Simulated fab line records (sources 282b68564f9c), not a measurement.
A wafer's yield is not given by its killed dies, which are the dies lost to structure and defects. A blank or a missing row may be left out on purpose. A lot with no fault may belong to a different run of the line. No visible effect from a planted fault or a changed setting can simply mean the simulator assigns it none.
Chamber matching ; flow rit_cmos ; RIT_GATE_ETCH_19 on rie_si-02 has 4 sister chambers
The step etches poly-Si in SF6/CHF3/O2, stops on SiO2, time 165 s, target depth 312.5 nm. 4 wafers are shown with their chamber, then 8 later ones without.

EACH WAFER AND ITS CHAMBER
wafer;chamber;throttle_valve_pct (%)
L498.3;2;10.17
L504.4;1;10.00
L504.5;3;10.13
L506.2;0;10.37

WAFERS WITH NO CHAMBER GIVEN
wafer;throttle_valve_pct (%)
L506.3;10.00
L506.4;10.18
L508.2;10.19
L508.5;9.98
L508.6;10.18
L510.2;10.17
L510.3;9.99
L510.4;10.38

EACH ONE'S CHAMBER
wafer;from the rows above;in truth
L506.3;1;1
L506.4;2;2
L508.2;2;2
L508.5;1;1
L508.6;2;2
L510.2;2;2
L510.3;1;1
L510.4;0;0
Correctly placed: 8 of 8. Can't be placed from these rows: 0. Wrongly placed: 0.
How it was worked out, from the rows above alone: a wafer's distance from a chamber is the root of the sum, over the readings, of the square of ((its reading less the chamber's mean) divided by the reading's scatter). If the next closest chamber is less than 2 further off than the closest, the wafer can't be placed; otherwise it belongs to the closest. A chamber's mean is the mean of its shown wafers. The scatter: root of mean squared gap, hidden wafer to nearest shown wafer, with one shown wafer a chamber.
